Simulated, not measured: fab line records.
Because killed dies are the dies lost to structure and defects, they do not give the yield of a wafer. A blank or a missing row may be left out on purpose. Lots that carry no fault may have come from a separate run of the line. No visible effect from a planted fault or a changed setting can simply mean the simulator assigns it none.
Split-lot experiment || flow rit_cmos || 27 wafers read across 5 lots, on a route 202 steps long

THE SPLIT
At RIT_ACTIVE_DEVELOP_10 (develop time 50 s), the setting develop_time_s was moved away from the recipe's 50 s on 9 of the 27 wafers read, by -38.7% to +26.1%. All remaining wafers had this setting at the recipe value.

FROM THE SPLIT TO THE READING: what the file shows between them, 4 steps
- RIT_ACTIVE_CD_MEAS_11: target cd 1400 nm
- RIT_ACTIVE_HARDBAKE_12: time 60 s
- RIT_ACTIVE_ETCH_13: etches Si3N4 in SF6, stops on SiO2, time 210 s, target depth 210 nm
- RIT_ACTIVE_STRIP_14: strips in O2, time 180 s

THE READING
At RIT_ACTIVE_CD_MEAS_90: cd_nm in nanometres, against a target cd of 1400 nm. On this fab line, fault-free wafers typically give 1399.6 nm with a standard deviation of 1.9 nm.

{"wafer": "L074.1", "tool, chamber at the split": "litho_track-01, 0", "develop_time_s as run, s": 50, "against the recipe": "recipe", "cd_nm, nm": 1397.6, "against lot-mates on the recipe": "-"}
{"wafer": "L074.3", "tool, chamber at the split": "litho_track-01, 0", "develop_time_s as run, s": 50, "against the recipe": "recipe", "cd_nm, nm": 1397.8, "against lot-mates on the recipe": "-"}
{"wafer": "L074.4", "tool, chamber at the split": "litho_track-01, 0", "develop_time_s as run, s": 50, "against the recipe": "recipe", "cd_nm, nm": 1397.3, "against lot-mates on the recipe": "-"}
{"wafer": "L076.1", "tool, chamber at the split": "litho_track-01, 0", "develop_time_s as run, s": 50, "against the recipe": "recipe", "cd_nm, nm": 1401.8, "against lot-mates on the recipe": "-"}
{"wafer": "L076.2", "tool, chamber at the split": "litho_track-01, 0", "develop_time_s as run, s": 36.85, "against the recipe": "-26.3%", "cd_nm, nm": 1436.0, "against lot-mates on the recipe": "+33.5"}
{"wafer": "L076.3", "tool, chamber at the split": "litho_track-01, 0", "develop_time_s as run, s": 50, "against the recipe": "recipe", "cd_nm, nm": 1403.8, "against lot-mates on the recipe": "-"}
{"wafer": "L076.4", "tool, chamber at the split": "litho_track-01, 0", "develop_time_s as run, s": 36.85, "against the recipe": "-26.3%", "cd_nm, nm": 1435.9, "against lot-mates on the recipe": "+33.4"}
{"wafer": "L076.5", "tool, chamber at the split": "litho_track-01, 0", "develop_time_s as run, s": 36.85, "against the recipe": "-26.3%", "cd_nm, nm": 1434.3, "against lot-mates on the recipe": "+31.8"}
{"wafer": "L076.6", "tool, chamber at the split": "litho_track-01, 0", "develop_time_s as run, s": 50, "against the recipe": "recipe", "cd_nm, nm": 1402.0, "against lot-mates on the recipe": "-"}
{"wafer": "L077.1", "tool, chamber at the split": "litho_track-04, 0", "develop_time_s as run, s": 50, "against the recipe": "recipe", "cd_nm, nm": 1400.6, "against lot-mates on the recipe": "-"}
{"wafer": "L077.2", "tool, chamber at the split": "litho_track-04, 0", "develop_time_s as run, s": 50, "against the recipe": "recipe", "cd_nm, nm": 1400.3, "against lot-mates on the recipe": "-"}
{"wafer": "L077.3", "tool, chamber at the split": "litho_track-04, 0", "develop_time_s as run, s": 50, "against the recipe": "recipe", "cd_nm, nm": 1399.9, "against lot-mates on the recipe": "-"}
{"wafer": "L077.4", "tool, chamber at the split": "litho_track-04, 0", "develop_time_s as run, s": 50, "against the recipe": "recipe", "cd_nm, nm": 1399.3, "against lot-mates on the recipe": "-"}
{"wafer": "L077.5", "tool, chamber at the split": "litho_track-04, 0", "develop_time_s as run, s": 50, "against the recipe": "recipe", "cd_nm, nm": 1397.9, "against lot-mates on the recipe": "-"}
{"wafer": "L077.6", "tool, chamber at the split": "litho_track-04, 0", "develop_time_s as run, s": 50, "against the recipe": "recipe", "cd_nm, nm": 1399.8, "against lot-mates on the recipe": "-"}
{"wafer": "L078.1", "tool, chamber at the split": "litho_track-01, 0", "develop_time_s as run, s": 50, "against the recipe": "recipe", "cd_nm, nm": 1398.5, "against lot-mates on the recipe": "-"}
{"wafer": "L078.2", "tool, chamber at the split": "litho_track-01, 0", "develop_time_s as run, s": 50, "against the recipe": "recipe", "cd_nm, nm": 1400.1, "against lot-mates on the recipe": "-"}
{"wafer": "L078.3", "tool, chamber at the split": "litho_track-01, 0", "develop_time_s as run, s": 63.03, "against the recipe": "+26.1%", "cd_nm, nm": 1379.2, "against lot-mates on the recipe": -20.4}
{"wafer": "L078.4", "tool, chamber at the split": "litho_track-01, 0", "develop_time_s as run, s": 63.03, "against the recipe": "+26.1%", "cd_nm, nm": 1377.0, "against lot-mates on the recipe": -22.6}
{"wafer": "L078.5", "tool, chamber at the split": "litho_track-01, 0", "develop_time_s as run, s": 50, "against the recipe": "recipe", "cd_nm, nm": 1400.3, "against lot-mates on the recipe": "-"}
{"wafer": "L078.6", "tool, chamber at the split": "litho_track-01, 0", "develop_time_s as run, s": 63.03, "against the recipe": "+26.1%", "cd_nm, nm": 1380.5, "against lot-mates on the recipe": -19.1}
{"wafer": "L085.1", "tool, chamber at the split": "litho_track-04, 0", "develop_time_s as run, s": 30.67, "against the recipe": "-38.7%", "cd_nm, nm": 1450.9, "against lot-mates on the recipe": "+52.3"}
{"wafer": "L085.2", "tool, chamber at the split": "litho_track-04, 0", "develop_time_s as run, s": 50, "against the recipe": "recipe", "cd_nm, nm": 1398.9, "against lot-mates on the recipe": "-"}
{"wafer": "L085.3", "tool, chamber at the split": "litho_track-04, 0", "develop_time_s as run, s": 30.67, "against the recipe": "-38.7%", "cd_nm, nm": 1450.0, "against lot-mates on the recipe": "+51.4"}
{"wafer": "L085.4", "tool, chamber at the split": "litho_track-04, 0", "develop_time_s as run, s": 30.67, "against the recipe": "-38.7%", "cd_nm, nm": 1451.5, "against lot-mates on the recipe": "+52.9"}
{"wafer": "L085.5", "tool, chamber at the split": "litho_track-04, 0", "develop_time_s as run, s": 50, "against the recipe": "recipe", "cd_nm, nm": 1398.6, "against lot-mates on the recipe": "-"}
{"wafer": "L085.6", "tool, chamber at the split": "litho_track-04, 0", "develop_time_s as run, s": 50, "against the recipe": "recipe", "cd_nm, nm": 1398.3, "against lot-mates on the recipe": "-"}

FIT RESULTS
A straight line over all 27 wafers: cd_nm changes by -1.18 nm for each +1% of develop_time_s; r = -0.98; the points scatter about the line by 3.9 nm.
The same after taking each lot's own level away (the mean of its wafers on the recipe; 27 wafers): -1.17 nm for each +1%; r = -0.98; scatter 3.7 nm.
The reading moves by 45 nm for the largest change in develop_time_s, on that fit.
Across the lots, their own levels run from 1397.57 to 1402.53 nm, a range of 2.6 times the standard deviation given above.
Consequently the slope shifts little with the lot-to-lot level, the two slopes agreeing.
Check: with one of the wafers moved furthest among these (-38.7%) left out of the fit, the line predicts +46 nm for it against its lot-mates. It came out at +52.3 nm against them.

THE WHOLE CHAIN: every reading that the file lists as answering this split, in the file's order
{"step": "RIT_ACTIVE_CD_MEAS_11", "what it does": "target cd 1400 nm", "reading": "cd_nm", "change (the file's fit)": "-1.19 nm for each +1% of the setting", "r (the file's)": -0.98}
{"step": "RIT_ACTIVE_ETCH_13", "what it does": "etches Si3N4 in SF6, stops on SiO2, time 210 s, target depth 210 nm", "reading": "ACTIVE.cd_nm (the simulator's own value, which no gauge read)", "change (the file's fit)": "-1.19 nm for each +1% of the setting", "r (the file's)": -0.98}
{"step": "RIT_ACTIVE_CD_MEAS_90", "what it does": "target cd 1400 nm", "reading": "cd_nm", "change (the file's fit)": "-1.19 nm for each +1% of the setting", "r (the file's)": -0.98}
{"step": "RIT_M1_PROBE_99", "what it does": "", "reading": "etest.nldd.width_nm (the simulator's own value, which no gauge read)", "change (the file's fit)": "-0.956 nm for each +1% of the setting", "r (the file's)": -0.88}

FILE'S OWN FIT
cd_nm changes by -1.19 nm for each +1% of develop_time_s, r = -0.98.
